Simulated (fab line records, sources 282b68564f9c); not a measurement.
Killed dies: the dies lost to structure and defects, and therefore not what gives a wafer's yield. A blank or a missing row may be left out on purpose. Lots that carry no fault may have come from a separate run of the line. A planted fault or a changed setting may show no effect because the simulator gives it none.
8D (eight disciplines) problem report, filled in by code    flow ritCmos    the parts of the form that need people (team, actions taken, sign-off) are left out

1. THE ISSUE
CONTACT_TEOS_THK at RIT_CONTACT_THK_MEAS_01 reads a mean of 542 nm on 2 wafers of 1 lot; wafers without a fault read 416 nm with a standard deviation of 5.5. That puts it +23 standard deviations away from the usual mean.
First observed at day 5 04:01: wafer L116.3, on filmMetro-01. The record has a number at this step for 39 wafers belonging to 13 lots. Rule for "out", or "out of limits": more than 4 standard deviations from the usual mean. All remaining wafers that have a number are taken as sound.

2. WHAT THIS IS AND IS NOT
question                     is                is not
which readings at this step  CONTACT_TEOS_THK  -
which lots                   L116              L106, L107, L108, L110, L112, L114, L120, L123, L126, L127, L128, L129
which wafers of those lots   L116.3, L116.5    L116.2
read on which gauges         filmMetro-01      filmMetro-03, filmMetro-04
when                         from day 5 04:01  up to then (19 sound wafers); but 18 sound wafers of L120, L123, L126, L127, L128, L129 came after

3. SUSPECTS, AND WHAT RULES EACH OUT
Counting: a tool at a process step up to the reading stays a suspect if it ran every lot that is out. Sound lots after the first of them don't rule it out here, since some wafers of a struck lot are sound.
- the gauge at RIT_CONTACT_THK_MEAS_01: kept. All the wafers that are out were read on filmMetro-01, and no step on other tools shows them out.
- pecvd-01 at RIT_CONTACT_CVD_00 (deposits SiO2 from TEOS, target thk 400 nm, time 63.28 s): kept. It ran the lot that is out, L116 (day 5 03:57); its last sound lot up to then is L110 (day 3 23:44).
- At RIT_CONTACT_CVD_00 on pecvd-01, chamber 1 took the sound wafers of the same lots and chamber 0 took the wafers that are out.
After counting, pecvd-01 at RIT_CONTACT_CVD_00 and filmMetro-01 at RIT_CONTACT_THK_MEAS_01 remain.

4. THE CAUSE (what the simulator had put in)
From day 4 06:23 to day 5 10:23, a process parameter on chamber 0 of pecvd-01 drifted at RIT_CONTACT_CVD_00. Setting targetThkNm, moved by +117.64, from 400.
After counting, 2 suspects remain, this tool included.

5. SEQUENCE OF EFFECTS, ordered by route
Each row: a reading where the mean over the struck wafers with a number is more than 3 standard deviations away from the usual. Only readings whose record carries a usual standard deviation are examined. hours: median over the lots of the time between each lot's start at the first step of this table that gives one and its start at this step. sigmas: the change, counted in usual standard deviations.
hours  step                     reading           usual   on struck wafers  change  sigmas
0      RIT_CONTACT_THK_MEAS_01  CONTACT_TEOS_THK  416 nm  542               +126    +23

6. HOW IT WOULD HAVE BEEN CAUGHT EARLIER
22 hours passed between the start of the fault at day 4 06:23 and the first reading out of limits at a measuring or inspecting step in this record, taken at day 5 04:01.
No tool reading at RIT_CONTACT_CVD_00 that has a usual standard deviation in the record was out on any struck wafer, so an alarm limit of 4 standard deviations on those readings would not have fired.
The start of RIT_CONTACT_CVD_00 on pecvd-01 came by day 5 04:01 for every one of the lots that are out (1). None of them would have been spared by holding the tool at that moment.
